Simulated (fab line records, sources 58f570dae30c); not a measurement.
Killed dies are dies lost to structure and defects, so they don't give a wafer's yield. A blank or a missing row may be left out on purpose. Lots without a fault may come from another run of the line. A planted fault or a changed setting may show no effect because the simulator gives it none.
Which tool did it? | flow berkeley_cmos170 | 6 lots, 18 wafers sampled, at 2 steps of a route of 331

WHAT THE GAUGES READ, wafer by wafer
UCB170_ACTIVE_CD_MEAS_13: target cd 1200 nm.
lot  | measured    | on        | cd_nm (nm)
L509 | day 4 19:45 | cd_sem-01 | 1198.4 1199.0 1199.8
L512 | day 5 08:31 | cd_sem-01 | 1285.8 1284.1 1284.2 1285.5 1284.2 1284.9
L520 | day 6 18:51 | cd_sem-02 | 1201.9 1202.7 1203.2
L522 | day 7 14:18 | cd_sem-01 | 1200.1 1201.6 1199.3
L525 | day 7 23:33 | cd_sem-02 | 1198.6 1198.7 1198.9
L526 | day 8 10:28 | cd_sem-02 | 1198.4 1200.6 1200.2

WHICH TOOL RAN EACH LOT (tool, then ch and the chambers of the sampled wafers, then the start)
lot  | UCB170_ACTIVE_EXPOSE_10
L509 | krf_scanner-01 ch 0, day 4 19:22
L512 | krf_scanner-02 ch 0, day 5 07:55
L520 | krf_scanner-02 ch 0, day 6 18:24
L522 | krf_scanner-01 ch 0, day 7 13:54
L525 | krf_scanner-01 ch 0, day 7 23:10
L526 | krf_scanner-02 ch 0, day 8 10:03
- UCB170_ACTIVE_EXPOSE_10: exposes mask ACTIVE, target cd 1200 nm.

THE ANSWER, worked out from the rows above alone
Rule: what is usual is taken from the lots themselves. Put in order of their means at a reading, lots are off if they are a third of the lots or fewer, leave a main group of 4 or more, and stand apart from it by a gap of 3 or more times the standard deviation of the main group's means; of several such gaps the widest counts. A main group whose means are all the same, to the digits that the tables above print for the reading, isn't used. A lot without any number at a reading at which 4 lots or more have one is off too. The other lots that the step has rows for count as sound.
Off: L512, at UCB170_ACTIVE_CD_MEAS_13 (cd_nm). The main group: mean 1200.1 nm, standard deviation 1.4.
A tool fits if, at a process step before that reading, it ran every lot that is off, and no sound lot after the first of them. The gauges at UCB170_ACTIVE_CD_MEAS_13 are tried like those tools. None of those tried fits.

WHAT THE SIMULATOR HAD PUT IN
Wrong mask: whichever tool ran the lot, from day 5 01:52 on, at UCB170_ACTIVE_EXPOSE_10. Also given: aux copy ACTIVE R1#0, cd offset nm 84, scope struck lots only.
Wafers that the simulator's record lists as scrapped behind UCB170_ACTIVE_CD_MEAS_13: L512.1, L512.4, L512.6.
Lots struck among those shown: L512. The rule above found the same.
